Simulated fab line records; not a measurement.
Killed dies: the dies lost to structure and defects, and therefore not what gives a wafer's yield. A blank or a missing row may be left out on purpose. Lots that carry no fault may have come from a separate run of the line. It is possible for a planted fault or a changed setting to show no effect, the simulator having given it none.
Chamber matching / flow berkeley-cmos170 / UCB170_V2_ETCH_14 on rie-diel-01 has 4 sister chambers
The step etches SiO2 in CHF3/CF4/Ar, stops on Al, target depth 1250 nm, time 291 s. 4 wafers are shown with their chamber, then 7 later ones without.

WAFERS WITH THEIR CHAMBER
wafer=L110.2; chamber=3; drypump-motor-current-A (A)=5.8
wafer=L110.4; chamber=1; drypump-motor-current-A (A)=5.4
wafer=L113.1; chamber=0; drypump-motor-current-A (A)=5.4
wafer=L113.5; chamber=2; drypump-motor-current-A (A)=6.5

WAFERS WHOSE CHAMBER IS MISSING
wafer=L113.6; drypump-motor-current-A (A)=5.4
wafer=L111.3; drypump-motor-current-A (A)=5.5
wafer=L111.5; drypump-motor-current-A (A)=5.4
wafer=L111.6; drypump-motor-current-A (A)=6.5
wafer=L115.2; drypump-motor-current-A (A)=5.5
wafer=L115.3; drypump-motor-current-A (A)=5.8
wafer=L115.6; drypump-motor-current-A (A)=5.4

WHICH CHAMBER EACH ONE RAN IN
wafer=L113.6; from the rows above=can't be placed: 0 or 1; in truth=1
wafer=L111.3; from the rows above=can't be placed: 0 or 1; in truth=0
wafer=L111.5; from the rows above=can't be placed: 0 or 1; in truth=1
wafer=L111.6; from the rows above=2; in truth=2
wafer=L115.2; from the rows above=can't be placed: 0 or 1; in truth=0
wafer=L115.3; from the rows above=3; in truth=3
wafer=L115.6; from the rows above=can't be placed: 0 or 1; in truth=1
Correct placement for 2 of the 7. From these rows, 5 cannot be placed; in 5 the true chamber is one of the candidates. Placed wrongly: 0.
How it was worked out, from the rows above alone: a wafer's distance from a chamber is the root of the sum, over the readings, of the square of ((its reading less the chamber's mean) divided by the reading's scatter). The wafer belongs to the nearest chamber; if the next one is less than 2 further off, it can't be placed. The mean given for a chamber averages the wafers shown for that chamber. The scatter: root of mean squared gap, hidden wafer to nearest shown wafer, with one shown wafer a chamber.
